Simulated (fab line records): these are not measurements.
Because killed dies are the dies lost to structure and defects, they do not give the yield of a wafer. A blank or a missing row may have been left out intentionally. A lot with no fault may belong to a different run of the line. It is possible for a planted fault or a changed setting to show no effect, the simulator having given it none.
Comparing a struck lot with a sound one / flow rit cmos / 15 steps out of a route of 202
Sound: these wafers, L482.2, L482.3, L482.6. Struck: wafers L499.1, L499.2, L499.6. The cause is given at the end.
Per side, at each step with rows, come the tool, then ch with its chambers, and then its first start. Under that, the readings that differ: sound wafers / struck wafers / difference of the means / sigmas: that difference in standard deviations of wafers without a fault.
alike: readings whose means differ by less than 2 such deviations, and words and numbers that are the same on both sides. not compared: withheld readings, readings that some wafer has no value for, bounds like >300 that may hide the same value, and numbers for which the record gives no deviation and whose values overlap.
A row with sigmas, a row that says differs or no value, or rows on one side alone: a step with any of these is where the two part. Numbers that have no deviation but don't overlap get no sigmas and don't part them. A reading that every wafer of one side lacks parts them only if that side has two wafers or more.

RIT_M1_SPUTTER_00: material Al, target thk 400 nm, time 500 s.
  sound on pvd sputter-02 at day 3 15:40; struck on pvd sputter-01 at day 7 04:28
  alike: cathode dc power W, substrate temp c, throttle valve pct
RIT_M1_RS_MEAS_01: measures by four-point-probe.
  sound on film metro-02 at day 3 15:58; struck on film metro-02 at day 7 04:45
  alike: M1_AL_RS
RIT_M1_THK_MEAS_02: measures by xrf.
  sound on film metro-02 at day 3 16:05; struck on film metro-02 at day 7 04:52
  alike: M1_AL_THK
then, 6 steps without rows for these wafers: RIT_M1_HMDS_03 (prime time 60 s); RIT_M1_COAT_04 (resist thk 1283 nm); RIT_M1_SOFTBAKE_05 (time 60 s); RIT_M1_EXPOSE_06 (exposes mask M12, target cd 2600 nm); RIT_M1_PEB_07; RIT_M1_DEVELOP_08 (develop time 68 s).
RIT_M1_CD_MEAS_09: target cd 2600 nm.
  sound on cd sem-02 at day 3 17:02; struck on cd sem-02 at day 7 05:59
  alike: cd nm
RIT_M1_OVL_MEAS_10:
  sound on overlay-02 at day 3 17:08; struck on overlay-02 at day 7 06:07
  alike: M1_OVL
then, 1 step without rows for these wafers: RIT_M1_HARDBAKE_11 (time 120 s).
RIT_M1_METAL_ETCH_12: etches Al in Cl2/BCl3, stops on SiO2, time 165 s, target depth 600 nm.
  sound on rie metal-03 ch 0, day 3 17:27; struck on rie metal-03 ch 0,1, day 7 06:24
reading=model.NOVOLAK_of_M1_COAT_04.thk nm (nm); sound=776.7 775.2 777.9; struck=850.9 826.1 824.7; difference=+57.3; sigmas=
  alike: drypump motor current A, oes product au, throttle valve pct
  not compared: rf hours counter h
then, 1 step without rows for these wafers: RIT_M1_STRIP_13 (strips in nmp, time 600 s).
RIT_M1_PROBE_99:
  sound on prober-01 at day 3 21:39; struck on prober-02 at day 7 09:52
reading=model.etest.pmos_0p15.r on ohm um; sound=2633 2616 2624; struck=2531 2533 2578; difference=-77; sigmas=
reading=model.etest.nmos_0p15.r on ohm um; sound=1113 1112 1116; struck=1031 1013 1036; difference=-87; sigmas=
reading=model.etest.nmos_0p15.drive ua um; sound=473.3 467.3 466; struck=532.4 528.5 523.3; difference=+59.2; sigmas=
reading=model.etest.pmos_0p15.drive ua um; sound=270.4 272.7 273.5; struck=286.7 282.4 279.6; difference=+10.7; sigmas=
reading=model.etest.npoly line.line ohm um; sound=162.8 160.4 161.6; struck=184.4 179.6 179.2; difference=+19.5; sigmas=
reading=model.etest.ppoly line.line ohm um; sound=156.9 153.9 155; struck=177.2 176.3 176.1; difference=+21.3; sigmas=
reading=model.etest.npoly line.width nm (nm); sound=103.4 105.5 105; struck=92.64 93.16 93.12; difference=-11.66; sigmas=
reading=model.etest.ppoly line.width nm (nm); sound=104.6 106.3 105.8; struck=92.99 94.23 93.74; difference=-11.91; sigmas=
  alike: defect limited yield, killed at contacts, killed at front end, killed dies, killed open, killed short, sort_bin_3_pad_short, sort_bin_5_function, sort_bin_6_memory, sort n pass, sort yield pct

WHERE THEY PART
Nowhere in this record.

WHY: what had been put in by the simulator
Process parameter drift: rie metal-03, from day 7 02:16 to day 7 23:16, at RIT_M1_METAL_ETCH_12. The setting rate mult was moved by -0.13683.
